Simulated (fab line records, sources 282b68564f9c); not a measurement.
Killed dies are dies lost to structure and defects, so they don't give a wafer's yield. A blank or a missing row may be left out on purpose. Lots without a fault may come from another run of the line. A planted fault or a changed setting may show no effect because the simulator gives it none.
Which tool did it? | flow rit_cmos | 7 lots, 21 wafers sampled, at 2 steps of a route of 202

WHAT THE GAUGES READ, wafer by wafer
RIT_NRETRO_TW_MEAS_10.
lot  | measured    | on            | NRETRO_TW
L723 | day 2 11:02 | film_metro-01 | 1053 1057 1055
L725 | day 2 20:16 | film_metro-01 | 1053 1051 1060
L731 | day 4 02:56 | film_metro-01 | 1065 1069 1066
L734 | day 4 18:43 | film_metro-01 | 944 953 950 951 953 951
L736 | day 5 15:32 | film_metro-03 | 949 950 950 950 950 943
L740 | day 6 02:01 | film_metro-02 | 1048 1053 1048
L744 | day 6 20:14 | film_metro-02 | 1045 1049 1046

WHICH TOOL RAN EACH LOT (tool, then ch and the chambers of the sampled wafers, then the start)
lot  | RIT_NRETRO_IMPLANT_08
L723 | implanter-04 ch 0, day 2 10:44
L725 | implanter-02 ch 0, day 2 19:56
L731 | implanter-04 ch 0, day 4 02:37
L734 | implanter-04 ch 0, day 4 18:25
L736 | implanter-04 ch 0, day 5 15:13
L740 | implanter-01 ch 0, day 6 01:41
L744 | implanter-01 ch 0, day 6 19:55
- RIT_NRETRO_IMPLANT_08

THE ANSWER, worked out from the rows above alone
Rule: what is usual is taken from the lots themselves. Put in order of their means at a reading, lots are off if they are a third of the lots or fewer, leave a main group of 4 or more, and stand apart from it by a gap of 3 or more times the standard deviation of the main group's means; of several such gaps the widest counts. A main group whose means are all the same, to the digits that the tables above print for the reading, isn't used. A lot without any number at a reading at which 4 lots or more have one is off too. The other lots that the step has rows for count as sound.
Off: L734, L736, at RIT_NRETRO_TW_MEAS_10 (NRETRO_TW). The main group: mean 1055, standard deviation 6.8.
A tool fits if, at a process step before that reading, it ran every lot that is off, and no sound lot after the first of them. The gauges at RIT_NRETRO_TW_MEAS_10 are tried like those tools. One fits: implanter-04 at RIT_NRETRO_IMPLANT_08. Its last sound lot is L731 (day 4 02:37), its first lot that is off L734 (day 4 18:25): a fault that began between those two fits.

WHAT THE SIMULATOR HAD PUT IN
Process parameter drift: implanter-04, from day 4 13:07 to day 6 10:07, at RIT_NRETRO_IMPLANT_08. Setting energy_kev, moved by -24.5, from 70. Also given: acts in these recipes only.
Lots struck among those shown: L734, L736. The rule above found the same.
